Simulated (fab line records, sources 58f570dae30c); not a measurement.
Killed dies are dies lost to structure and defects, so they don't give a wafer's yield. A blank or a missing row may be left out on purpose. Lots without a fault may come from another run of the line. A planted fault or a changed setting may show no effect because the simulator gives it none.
Problem report in the 8D (eight disciplines) form, filled by code | flow berkeley_cmos170 | the parts of the form that need people (team, actions taken, sign-off) are left out

1. THE PROBLEM
NLDD_TW at UCB170_NLDD_TW_MEAS_11 reads a mean of 2344 on 6 wafers of 2 lots; wafers without a fault read 2221 with a standard deviation of 11. That is +11 standard deviations from the usual mean.
First seen on wafer L544.1, day 10 00:31, on film_metro-03. The record holds 42 wafers of 14 lots with a number at this step. Rule for "out", or "out of limits": more than 4 standard deviations from the usual mean. The other wafers with a number count as sound.

2. WHAT IT IS AND WHAT IT IS NOT
question                    | is                     | is not
which readings at this step | NLDD_TW                | -
which lots                  | L544, L545             | L531, L532, L533, L535, L536, L538, L539, L540, L542, L543, L550, L553
which wafers of those lots  | all that have a number | -
read on which gauges        | film_metro-03          | film_metro-02, film_metro-04
when                        | from day 10 00:31      | up to then (27 sound wafers); but 9 sound wafers of L542, L550, L553 came after

3. SUSPECTS, AND WHAT RULES EACH OUT
Counting: a tool at a process step up to the reading stays a suspect if it ran every lot that is out and no sound lot after the first of them.
- the gauge at UCB170_NLDD_TW_MEAS_11: ruled out. All the wafers that are out were read on film_metro-03, but those of them that UCB170_NLDD_IMPLANT_09 has rows for are out there too, on other tools.
- implanter-03 at UCB170_NLDD_IMPLANT_09: kept. It ran every lot that is out, first L544 (day 10 00:16), and no sound lot after that; its last sound lot up to then is L540 (day 9 12:30). Its own readings are out on those wafers: dose_ions_cm2, faraday_current_uA.
Left after counting: implanter-03 at UCB170_NLDD_IMPLANT_09.

4. THE CAUSE (what the simulator had put in)
Process parameter drift: implanter-03, from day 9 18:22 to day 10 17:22, at UCB170_NLDD_IMPLANT_09. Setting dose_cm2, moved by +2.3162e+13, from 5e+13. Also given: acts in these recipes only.
Counting left only this tool.

5. THE CHAIN OF EFFECTS, in route order
Each row: a reading whose mean over the struck wafers that have a number lies more than 3 standard deviations from the usual. Only readings for which the record gives a usual standard deviation are gone through. hours: the time from each lot's start at the first step in this table that gives one to its start at this step, as a median over the lots. sigmas: the change in usual standard deviations.
hours | step                       | reading            | usual        | on struck wafers | change | sigmas
0     | UCB170_NLDD_IMPLANT_09     | dose_ions_cm2      | 5e+13        | 7e+13            | +2e+13 | +99 or more
0     | UCB170_NLDD_IMPLANT_09     | faraday_current_uA | 158          | 231              | +73    | +24
0     | UCB170_NLDD_TW_MEAS_11     | NLDD_TW            | 2221         | 2344             | +122   | +11
10    | UCB170_SDANNEAL_RS_MEAS_05 | NLDD_RS            | 616.0 ohm/sq | 534.3            | -81.7  | -63
The process steps in it:
- UCB170_NLDD_IMPLANT_09
Later measuring or inspecting steps at which every struck wafer that the step has a row for has a number for every such reading, and none has moved that far: UCB170_CONTACT_CD_MEAS_90, UCB170_M1_RS_MEAS_01.

6. WHAT WOULD HAVE CAUGHT IT SOONER
In this record the first reading out of limits at a measuring or inspecting step was taken at day 10 00:31, 6 hours after the fault began at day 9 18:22.
The tool's own readings at UCB170_NLDD_IMPLANT_09 were out on every struck wafer that the step has a row for (dose_ions_cm2, faraday_current_uA): an alarm limit on them would have fired on the first of those.
Of the lots that are out (2), L545 began UCB170_NLDD_IMPLANT_09 on implanter-03 after day 10 00:31. A hold on the tool at that time would have spared it.
